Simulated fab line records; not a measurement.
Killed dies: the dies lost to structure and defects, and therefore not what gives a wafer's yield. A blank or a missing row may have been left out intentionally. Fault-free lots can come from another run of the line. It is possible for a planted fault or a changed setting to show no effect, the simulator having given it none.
Which tool is to blame? -- flow berkeleyCmos170 -- Sampling: 14 lots, 42 wafers, 3 of 331 route steps

WHAT THE GAUGES READ, wafer by wafer
UCB170_PVT_OVL_MEAS_06.
lot,measured,on,PVT_OVL (nm)
L665,day 6 06:41,overlay-01,-2 -2 6
L669,day 6 20:59,overlay-01,2 10 8
L672,day 7 11:26,overlay-02,10 1 3
L673,day 7 21:19,overlay-02,2 -6 8
L675,day 9 01:41,overlay-02,-6 -18 -9
L679,day 9 14:30,overlay-02,8 -3 4
L680,day 9 14:44,overlay-02,-2 -5 -14
L684,day 10 07:23,overlay-02,0 1 3
L681,day 10 07:39,overlay-01,2 6 3
L682,day 10 17:47,overlay-01,1 -1 -6
L686,day 10 18:04,overlay-02,4 -7 -3
L685,day 10 21:58,overlay-02,3 -5 -9
L683,day 10 22:13,overlay-02,-1 -1 -5
L687,day 11 14:41,overlay-01,0 -6 4

UCB170_FIELD_THK_MEAS_91.
lot,measured,on,FIELD_OXIDE_LEFT_2_THK (nm)
L665,day 6 07:06,filmMetro-03,353 352 354
L669,day 6 21:23,filmMetro-01,369 363 363
L672,day 7 11:55,filmMetro-03,355 348 347
L673,day 7 21:47,filmMetro-04,358 366 347
L675,day 9 02:06,filmMetro-01,358 344 355
L679,day 9 15:02,filmMetro-01,362 346 345
L680,day 9 15:09,filmMetro-04,345 335 355
L684,day 10 07:47,filmMetro-04,332 346 340
L681,day 10 08:04,filmMetro-03,359 361 362
L682,day 10 18:26,filmMetro-03,348 338 338
L686,day 10 18:31,filmMetro-04,324 329 334
L685,day 10 22:30,filmMetro-01,348 341 352
L683,day 10 22:44,filmMetro-03,348 336 342
L687,day 11 15:09,filmMetro-01,332 338 342

UCB170_GATE_OVL_MEAS_13.
lot,measured,on,GATE_OVL (nm)
L665,day 6 21:37,overlay-02,0 8 6
L669,day 7 08:56,overlay-02,-9 -2 -5
L672,day 8 07:29,overlay-02,6 4 3
L673,day 8 18:39,overlay-01,-6 8 0
L675,day 9 18:14,overlay-01,0 1 2
L679,day 10 04:12,overlay-01,10 5 4
L680,day 10 04:10,overlay-02,9 1 -6
L684,day 10 22:27,overlay-01,11 9 5
L681,day 10 22:06,overlay-01,5 6 7
L682,day 11 09:16,overlay-01,-8 -4 -3
L686,day 11 08:59,overlay-02,0 -5 -7
L685,day 11 08:56,overlay-01,0 -8 -5
L683,day 11 09:03,overlay-01,-2 -4 -5
L687,day 12 01:00,overlay-01,1 1 6

WHAT TOOL EACH LOT RAN ON (gives the tool, then ch and the chambers of the sampled wafers, and finally the start)
There is no process step in the record ahead of these readings.

WHAT THE TOOLS THEMSELVES READ (means of the sampled wafers that have a number; where no wafer has one, the mark that the record gives instead)
The record holds no such reading with a usual standard deviation.

THE ANSWER, worked out from the rows above alone
Rule: the lots themselves supply what counts as usual. The widest of any qualifying gaps counts: lots, ordered by their means at a reading, are off when they make up no more than a third of the lots, leave a main group of 4 or more, and stand apart from it by 3 or more times the standard deviation of that group's means. A main group whose means are all the same, to the digits that the tables above print for the reading, isn't used. A lot without any number at a reading at which 4 lots or more have one is off too. The other lots that the step has rows for count as sound. After the gauges, taken in route order, come the tools' own readings; for these a lot's mean is taken, as printed above. The first step at which some lot is off is used, and at that step the reading that is off furthest; a lot without a number counts as furthest.
None of the lots is off at any reading shown; this tells nothing.

WHAT THE SIMULATOR HAD PUT IN
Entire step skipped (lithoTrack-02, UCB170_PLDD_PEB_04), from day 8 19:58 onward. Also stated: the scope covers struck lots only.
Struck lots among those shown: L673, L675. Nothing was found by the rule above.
